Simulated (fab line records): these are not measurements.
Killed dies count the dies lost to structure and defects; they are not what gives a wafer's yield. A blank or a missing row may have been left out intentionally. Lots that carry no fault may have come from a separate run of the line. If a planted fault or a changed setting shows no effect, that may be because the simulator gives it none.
What tool caused it? || flow berkeley-cmos170 || Sampling: 14 lots, 42 wafers, 4 of 331 route steps

## WHAT THE GAUGES READ, wafer by wafer
UCB170_CONTACT_CD_MEAS_90: target cd 700 nm. Usual: cd-nm reads 699.7 nm (standard deviation 1.7).
{"lot": "L172", "measured": "day 8 11:42", "on": "cd-sem-02", "cd-nm (nm)": "701.9 703.8 702.1", "flag": ""}
{"lot": "L174", "measured": "day 9 05:58", "on": "cd-sem-01", "cd-nm (nm)": "699.0 699.7 699.3", "flag": ""}
{"lot": "L175", "measured": "day 9 05:46", "on": "cd-sem-01", "cd-nm (nm)": "700.2 700.8 699.9", "flag": ""}
{"lot": "L177", "measured": "day 9 02:32", "on": "cd-sem-02", "cd-nm (nm)": "696.4 697.7 698.8", "flag": ""}
{"lot": "L179", "measured": "day 9 20:01", "on": "cd-sem-02", "cd-nm (nm)": "700.9 700.5 702.1", "flag": ""}
{"lot": "L180", "measured": "day 10 03:20", "on": "cd-sem-02", "cd-nm (nm)": "697.6 699.6 699.6", "flag": ""}
{"lot": "L181", "measured": "day 10 02:02", "on": "cd-sem-01", "cd-nm (nm)": "700.4 699.8 696.5", "flag": ""}
{"lot": "L182", "measured": "day 10 08:19", "on": "cd-sem-02", "cd-nm (nm)": "701.3 700.2 700.0", "flag": ""}
{"lot": "L188", "measured": "day 12 00:35", "on": "cd-sem-02", "cd-nm (nm)": "701.2 700.1 700.0", "flag": ""}
{"lot": "L189", "measured": "day 11 23:47", "on": "cd-sem-01", "cd-nm (nm)": "700.7 699.8 698.7", "flag": ""}
{"lot": "L191", "measured": "day 12 16:42", "on": "cd-sem-02", "cd-nm (nm)": "701.6 702.2 701.5", "flag": ""}
{"lot": "L192", "measured": "day 12 20:58", "on": "cd-sem-02", "cd-nm (nm)": "697.2 697.3 699.8", "flag": ""}
{"lot": "L193", "measured": "day 12 17:23", "on": "cd-sem-02", "cd-nm (nm)": "700.5 697.7 700.8", "flag": ""}
{"lot": "L194", "measured": "day 12 17:06", "on": "cd-sem-01", "cd-nm (nm)": "701.7 700.5 698.2", "flag": ""}

## TOOL THAT RAN EACH LOT (tool first, then ch and the chambers of the sampled wafers, then the start)
{"lot": "L172", "UCB170_FIELD_WET_ETCH_04": "wet-bench-02 ch 0, day 5 22:19", "UCB170_CONTACT_STRIP_06": "plasma-asher-03 ch 0,1, day 8 09:58", "UCB170_CONTACT_STRIP_19": "plasma-asher-03 ch 0,1, day 8 11:35"}
{"lot": "L174", "UCB170_FIELD_WET_ETCH_04": "wet-bench-02 ch 3, day 6 08:09", "UCB170_CONTACT_STRIP_06": "plasma-asher-01 ch 1, day 9 03:07", "UCB170_CONTACT_STRIP_19": "plasma-asher-01 ch 0,1, day 9 05:50"}
{"lot": "L175", "UCB170_FIELD_WET_ETCH_04": "wet-bench-02 ch 0, day 6 08:09", "UCB170_CONTACT_STRIP_06": "plasma-asher-04 ch 0,1, day 9 03:04", "UCB170_CONTACT_STRIP_19": "plasma-asher-03 ch 0,1, day 9 05:36"}
{"lot": "L177", "UCB170_FIELD_WET_ETCH_04": "wet-bench-02 ch 2, day 6 08:09", "UCB170_CONTACT_STRIP_06": "plasma-asher-04 ch 0,1, day 9 00:46", "UCB170_CONTACT_STRIP_19": "plasma-asher-04 ch 0,1, day 9 02:26"}
{"lot": "L179", "UCB170_FIELD_WET_ETCH_04": "wet-bench-04 ch 0, day 7 00:27", "UCB170_CONTACT_STRIP_06": "plasma-asher-04 ch 0,1, day 9 17:46", "UCB170_CONTACT_STRIP_19": "plasma-asher-03 ch 0,1, day 9 19:53"}
{"lot": "L180", "UCB170_FIELD_WET_ETCH_04": "wet-bench-02 ch 2, day 7 08:04", "UCB170_CONTACT_STRIP_06": "plasma-asher-03 ch 0,1, day 10 01:16", "UCB170_CONTACT_STRIP_19": "plasma-asher-04 ch 0,1, day 10 03:14"}
{"lot": "L181", "UCB170_FIELD_WET_ETCH_04": "wet-bench-02 ch 2, day 7 08:04", "UCB170_CONTACT_STRIP_06": "plasma-asher-03 ch 0,1, day 10 00:17", "UCB170_CONTACT_STRIP_19": "plasma-asher-04 ch 0,1, day 10 01:56"}
{"lot": "L182", "UCB170_FIELD_WET_ETCH_04": "wet-bench-02 ch 0, day 7 16:11", "UCB170_CONTACT_STRIP_06": "plasma-asher-04 ch 0, day 10 06:26", "UCB170_CONTACT_STRIP_19": "plasma-asher-01 ch 0,1, day 10 08:12"}
{"lot": "L188", "UCB170_FIELD_WET_ETCH_04": "wet-bench-02 ch 1, day 9 07:14", "UCB170_CONTACT_STRIP_06": "plasma-asher-01 ch 0,1, day 11 22:14", "UCB170_CONTACT_STRIP_19": "plasma-asher-04 ch 0,1, day 12 00:28"}
{"lot": "L189", "UCB170_FIELD_WET_ETCH_04": "wet-bench-02 ch 1, day 9 07:14", "UCB170_CONTACT_STRIP_06": "plasma-asher-03 ch 0,1, day 11 21:47", "UCB170_CONTACT_STRIP_19": "plasma-asher-04 ch 0,1, day 11 23:40"}
{"lot": "L191", "UCB170_FIELD_WET_ETCH_04": "wet-bench-02 ch 0, day 9 19:35", "UCB170_CONTACT_STRIP_06": "plasma-asher-04 ch 0,1, day 12 14:58", "UCB170_CONTACT_STRIP_19": "plasma-asher-01 ch 0,1, day 12 16:36"}
{"lot": "L192", "UCB170_FIELD_WET_ETCH_04": "wet-bench-02 ch 3, day 9 19:35", "UCB170_CONTACT_STRIP_06": "plasma-asher-01 ch 0,1, day 12 17:23", "UCB170_CONTACT_STRIP_19": "plasma-asher-01 ch 0,1, day 12 20:52"}
{"lot": "L193", "UCB170_FIELD_WET_ETCH_04": "wet-bench-02 ch 0, day 9 19:35", "UCB170_CONTACT_STRIP_06": "plasma-asher-04 ch 1, day 12 15:05", "UCB170_CONTACT_STRIP_19": "plasma-asher-01 ch 0, day 12 17:17"}
{"lot": "L194", "UCB170_FIELD_WET_ETCH_04": "wet-bench-01 ch 1, day 10 07:25", "UCB170_CONTACT_STRIP_06": "plasma-asher-03 ch 0, day 12 15:00", "UCB170_CONTACT_STRIP_19": "plasma-asher-01 ch 0,1, day 12 17:00"}
- UCB170_FIELD_WET_ETCH_04: etches SiO2 in dHF, time 60 s.
- UCB170_CONTACT_STRIP_06: strips in O2.
- UCB170_CONTACT_STRIP_19: strips in O2.

## WHAT THE TOOLS THEMSELVES READ (means of the sampled wafers that have a number; where no wafer has one, the mark that the record gives instead)
UCB170_FIELD_WET_ETCH_04. Usual: bath-heat-duty-pct reads 6.2 % (standard deviation 0.86).
{"lot": "L172", "tool": "wet-bench-02", "bath-heat-duty-pct (%)": 5.0, "flag": ""}
{"lot": "L174", "tool": "wet-bench-02", "bath-heat-duty-pct (%)": 5.8, "flag": ""}
{"lot": "L175", "tool": "wet-bench-02", "bath-heat-duty-pct (%)": 5.4, "flag": ""}
{"lot": "L177", "tool": "wet-bench-02", "bath-heat-duty-pct (%)": 7.3, "flag": ""}
{"lot": "L179", "tool": "wet-bench-04", "bath-heat-duty-pct (%)": 5.6, "flag": ""}
{"lot": "L180", "tool": "wet-bench-02", "bath-heat-duty-pct (%)": 7.1, "flag": ""}
{"lot": "L181", "tool": "wet-bench-02", "bath-heat-duty-pct (%)": 7.5, "flag": ""}
{"lot": "L182", "tool": "wet-bench-02", "bath-heat-duty-pct (%)": 5.5, "flag": ""}
{"lot": "L188", "tool": "wet-bench-02", "bath-heat-duty-pct (%)": 6.2, "flag": ""}
{"lot": "L189", "tool": "wet-bench-02", "bath-heat-duty-pct (%)": 6.5, "flag": ""}
{"lot": "L191", "tool": "wet-bench-02", "bath-heat-duty-pct (%)": 4.8, "flag": ""}
{"lot": "L192", "tool": "wet-bench-02", "bath-heat-duty-pct (%)": 5.8, "flag": ""}
{"lot": "L193", "tool": "wet-bench-02", "bath-heat-duty-pct (%)": 5.4, "flag": ""}
{"lot": "L194", "tool": "wet-bench-01", "bath-heat-duty-pct (%)": 6.7, "flag": ""}

UCB170_CONTACT_STRIP_06. Usual: drypump-motor-current-A 6.01 A, standard deviation 0.26; oes-product-au 0.734 a.u., standard deviation 0.0041; strip-time-to-endpoint-s 21.95 s, standard deviation 0.06.
{"lot": "L172", "tool": "plasma-asher-03", "drypump-motor-current-A (A)": 5.97, "oes-product-au (a.u.)": 0.735, "strip-time-to-endpoint-s (s)": 22.01, "flag": ""}
{"lot": "L174", "tool": "plasma-asher-01", "drypump-motor-current-A (A)": 5.73, "oes-product-au (a.u.)": 0.733, "strip-time-to-endpoint-s (s)": 21.94, "flag": ""}
{"lot": "L175", "tool": "plasma-asher-04", "drypump-motor-current-A (A)": 6.15, "oes-product-au (a.u.)": 0.735, "strip-time-to-endpoint-s (s)": 21.87, "flag": ""}
{"lot": "L177", "tool": "plasma-asher-04", "drypump-motor-current-A (A)": 6.09, "oes-product-au (a.u.)": 0.730, "strip-time-to-endpoint-s (s)": 21.95, "flag": ""}
{"lot": "L179", "tool": "plasma-asher-04", "drypump-motor-current-A (A)": 6.13, "oes-product-au (a.u.)": 0.732, "strip-time-to-endpoint-s (s)": 21.97, "flag": ""}
{"lot": "L180", "tool": "plasma-asher-03", "drypump-motor-current-A (A)": 5.81, "oes-product-au (a.u.)": 0.734, "strip-time-to-endpoint-s (s)": 21.96, "flag": ""}
{"lot": "L181", "tool": "plasma-asher-03", "drypump-motor-current-A (A)": 5.96, "oes-product-au (a.u.)": 0.731, "strip-time-to-endpoint-s (s)": 21.97, "flag": ""}
{"lot": "L182", "tool": "plasma-asher-04", "drypump-motor-current-A (A)": 6.18, "oes-product-au (a.u.)": 0.733, "strip-time-to-endpoint-s (s)": 21.91, "flag": ""}
{"lot": "L188", "tool": "plasma-asher-01", "drypump-motor-current-A (A)": 6.14, "oes-product-au (a.u.)": 0.736, "strip-time-to-endpoint-s (s)": 21.94, "flag": ""}
{"lot": "L189", "tool": "plasma-asher-03", "drypump-motor-current-A (A)": 5.79, "oes-product-au (a.u.)": 0.732, "strip-time-to-endpoint-s (s)": 21.95, "flag": ""}
{"lot": "L191", "tool": "plasma-asher-04", "drypump-motor-current-A (A)": 6.09, "oes-product-au (a.u.)": 0.731, "strip-time-to-endpoint-s (s)": 21.94, "flag": ""}
{"lot": "L192", "tool": "plasma-asher-01", "drypump-motor-current-A (A)": 6.12, "oes-product-au (a.u.)": 0.730, "strip-time-to-endpoint-s (s)": 22.07, "flag": ""}
{"lot": "L193", "tool": "plasma-asher-04", "drypump-motor-current-A (A)": 6.09, "oes-product-au (a.u.)": 0.733, "strip-time-to-endpoint-s (s)": 22.03, "flag": ""}
{"lot": "L194", "tool": "plasma-asher-03", "drypump-motor-current-A (A)": 6.15, "oes-product-au (a.u.)": 0.733, "strip-time-to-endpoint-s (s)": 21.92, "flag": ""}

UCB170_CONTACT_STRIP_19. Usual: drypump-motor-current-A 6.02 A, standard deviation 0.24; oes-product-au 0.725 a.u., standard deviation 0.0041.
{"lot": "L172", "tool": "plasma-asher-03", "drypump-motor-current-A (A)": 5.96, "oes-product-au (a.u.)": 0.724, "flag": ""}
{"lot": "L174", "tool": "plasma-asher-01", "drypump-motor-current-A (A)": 6.13, "oes-product-au (a.u.)": 0.724, "flag": ""}
{"lot": "L175", "tool": "plasma-asher-03", "drypump-motor-current-A (A)": 5.95, "oes-product-au (a.u.)": 0.727, "flag": ""}
{"lot": "L177", "tool": "plasma-asher-04", "drypump-motor-current-A (A)": 6.13, "oes-product-au (a.u.)": 0.726, "flag": ""}
{"lot": "L179", "tool": "plasma-asher-03", "drypump-motor-current-A (A)": 5.96, "oes-product-au (a.u.)": 0.725, "flag": ""}
{"lot": "L180", "tool": "plasma-asher-04", "drypump-motor-current-A (A)": 6.13, "oes-product-au (a.u.)": 0.725, "flag": ""}
{"lot": "L181", "tool": "plasma-asher-04", "drypump-motor-current-A (A)": 6.10, "oes-product-au (a.u.)": 0.727, "flag": ""}
{"lot": "L182", "tool": "plasma-asher-01", "drypump-motor-current-A (A)": 5.96, "oes-product-au (a.u.)": 0.725, "flag": ""}
{"lot": "L188", "tool": "plasma-asher-04", "drypump-motor-current-A (A)": 6.13, "oes-product-au (a.u.)": 0.725, "flag": ""}
{"lot": "L189", "tool": "plasma-asher-04", "drypump-motor-current-A (A)": 6.12, "oes-product-au (a.u.)": 0.726, "flag": ""}
{"lot": "L191", "tool": "plasma-asher-01", "drypump-motor-current-A (A)": 6.13, "oes-product-au (a.u.)": 0.726, "flag": ""}
{"lot": "L192", "tool": "plasma-asher-01", "drypump-motor-current-A (A)": 5.93, "oes-product-au (a.u.)": 0.728, "flag": ""}
{"lot": "L193", "tool": "plasma-asher-01", "drypump-motor-current-A (A)": 6.32, "oes-product-au (a.u.)": 0.725, "flag": ""}
{"lot": "L194", "tool": "plasma-asher-01", "drypump-motor-current-A (A)": 6.13, "oes-product-au (a.u.)": 0.723, "flag": ""}

## THE ANSWER, worked out from the rows above alone
Rule: a lot counts as off when the mean over its wafers that have a number is more than 3 standard deviations away from the usual mean. Also off: a lot with no number at a reading for which 4 or more lots have one. Where the step has rows for the other lots, those lots are counted as sound. After the gauges, taken in route order, come the tools' own readings; for these a lot's mean is taken, as printed above. The first step at which some lot is off is used, and at that step the reading that is off furthest; a lot without a number counts as furthest.
Across all readings shown, no lot is off: no conclusion can be drawn from this.

## WHAT THE SIMULATOR HAD INSERTED
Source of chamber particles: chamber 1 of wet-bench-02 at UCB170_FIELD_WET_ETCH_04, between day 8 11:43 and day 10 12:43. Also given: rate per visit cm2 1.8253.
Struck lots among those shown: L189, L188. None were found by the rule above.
